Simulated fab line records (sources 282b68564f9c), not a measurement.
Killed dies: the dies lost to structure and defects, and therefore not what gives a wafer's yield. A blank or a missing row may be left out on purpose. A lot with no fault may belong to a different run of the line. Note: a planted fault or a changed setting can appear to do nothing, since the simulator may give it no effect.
A lot that was struck, set against a sound lot || flow ritCmos || 16 out of 202 route steps
Sound: wafers L710.2, L710.3, L710.6. Wafers struck: L722.1, L722.5, L722.6. Last of all comes the cause.
Order at every step that has rows: each side's tool, ch and its chambers, its first start. Under that, the readings that differ: sound wafers || struck wafers || difference of the means || sigmas: that difference in standard deviations of wafers without a fault.
alike: readings with means less than 2 such deviations apart, plus words and numbers identical on both sides. not compared: withheld readings, readings lacking a value on some wafer, bounds such as >300 that could conceal the same value, and numbers that have no deviation in the record and whose values overlap.
Wherever a step has rows on one side only, a row that says differs or no value, or a row with sigmas, the two part there. Non-overlapping numbers with no deviation appear without sigmas and do not part them. A reading that every wafer of one side lacks parts them only if that side has two wafers or more.

RIT_ACTIVE_BOW_MEAS_00:
  sound on filmMetro-03 at day 2 06:01; struck on filmMetro-03 at day 4 18:00
  alike: INCOMING_BOW
then, 1 step without rows for these wafers: RIT_ACTIVE_OXIDATION_01 (target thk 46.8 nm, ox time 3360 s).
RIT_ACTIVE_THK_MEAS_02:
  sound on filmMetro-03 at day 2 08:04; struck on filmMetro-04 at day 4 20:03
  alike: ACTIVE_OXIDE_THK
then, 1 step without rows for these wafers: RIT_ACTIVE_CVD_03 (deposits Si3N4 from SiH2Cl2/NH3, target thk 150 nm, time 1500 s).
RIT_ACTIVE_THK_MEAS_04:
  sound on filmMetro-04 at day 2 09:32; struck on filmMetro-02 at day 4 21:32
  alike: ACTIVE_NITRIDE_THK
then, 1 step without rows for these wafers: RIT_ACTIVE_HMDS_05 (prime time 60 s).
RIT_ACTIVE_COAT_06: resist thk 1000 nm.
  sound on lithoTrack-03 ch 0, day 2 09:46; struck on lithoTrack-03 ch 0, day 4 21:44
{"reading": "spinSpeedRpm (rpm)", "sound": "3251.4 3251.5 3248.1", "struck": "3979.1 3977.9 3974.3", "difference": "+726.8", "sigmas": "+99 or more"}
{"reading": "model.NOVOLAK_of_ACTIVE_COAT_06.thkNm (nm)", "sound": "1001 999.5 999.6", "struck": "904.7 905.1 902.8", "difference": -95.8, "sigmas": ""}
then, 3 steps without rows for these wafers: RIT_ACTIVE_SOFTBAKE_07 (time 60 s); RIT_ACTIVE_EXPOSE_08 (exposes mask M1, target cd 1400 nm); RIT_ACTIVE_PEB_09.
RIT_ACTIVE_DEVELOP_10: develop time 50 s.
  sound: lithoTrack-03 ch 0; struck: lithoTrack-01 ch 0
{"reading": "model.ACTIVE.cdNm (nm)", "sound": "1402 1404 1402", "struck": "1391 1392 1392", "difference": -11, "sigmas": ""}
  alike: developerTempC
RIT_ACTIVE_CD_MEAS_11: target cd 1400 nm.
  sound on cdSem-02 at day 2 10:28; struck on cdSem-02 at day 4 22:34
{"reading": "cdNm (nm)", "sound": "1402.0 1403.8 1401.6", "struck": "1391.5 1391.3 1391.4", "difference": -11.1, "sigmas": -5}
then, 1 step without rows for these wafers: RIT_ACTIVE_HARDBAKE_12 (time 60 s).
RIT_ACTIVE_ETCH_13: etches Si3N4 in SF6, stops on SiO2, time 210 s, target depth 210 nm.
  sound on rieDiel-02 ch 0,2,3, day 2 10:43; struck on rieDiel-02 ch 0,1, day 4 22:50
{"reading": "model.NOVOLAK_of_ACTIVE_COAT_06.thkNm (nm)", "sound": "651.9 656.3 650.8", "struck": "572.3 573 577.5", "difference": -78.7, "sigmas": ""}
{"reading": "model.ACTIVE.cdNm (nm)", "sound": "1402 1404 1402", "struck": "1391 1392 1392", "difference": -11, "sigmas": ""}
  alike: drypumpMotorCurrentA, oesProductAu, throttleValvePct
  not compared: rfHoursCounterH
RIT_ACTIVE_STRIP_14: strips in O2, time 180 s.
  sound on plasmaAsher-01 ch 0,1, day 2 10:50; struck on plasmaAsher-04 ch 0,1, day 4 22:58
  alike: drypumpMotorCurrentA
  not compared: rfHoursCounterH
RIT_M1_PROBE_99:
  only the struck wafers here have rows in the record (prober-02, day 6 19:19); the sound ones have none

## WHERE THEY PART
Last at RIT_M1_PROBE_99 as far as this record goes, first at RIT_ACTIVE_COAT_06.

WHY: the cause the simulator had injected
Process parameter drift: lithoTrack-03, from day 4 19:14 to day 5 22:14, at RIT_ACTIVE_COAT_06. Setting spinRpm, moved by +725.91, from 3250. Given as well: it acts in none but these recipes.
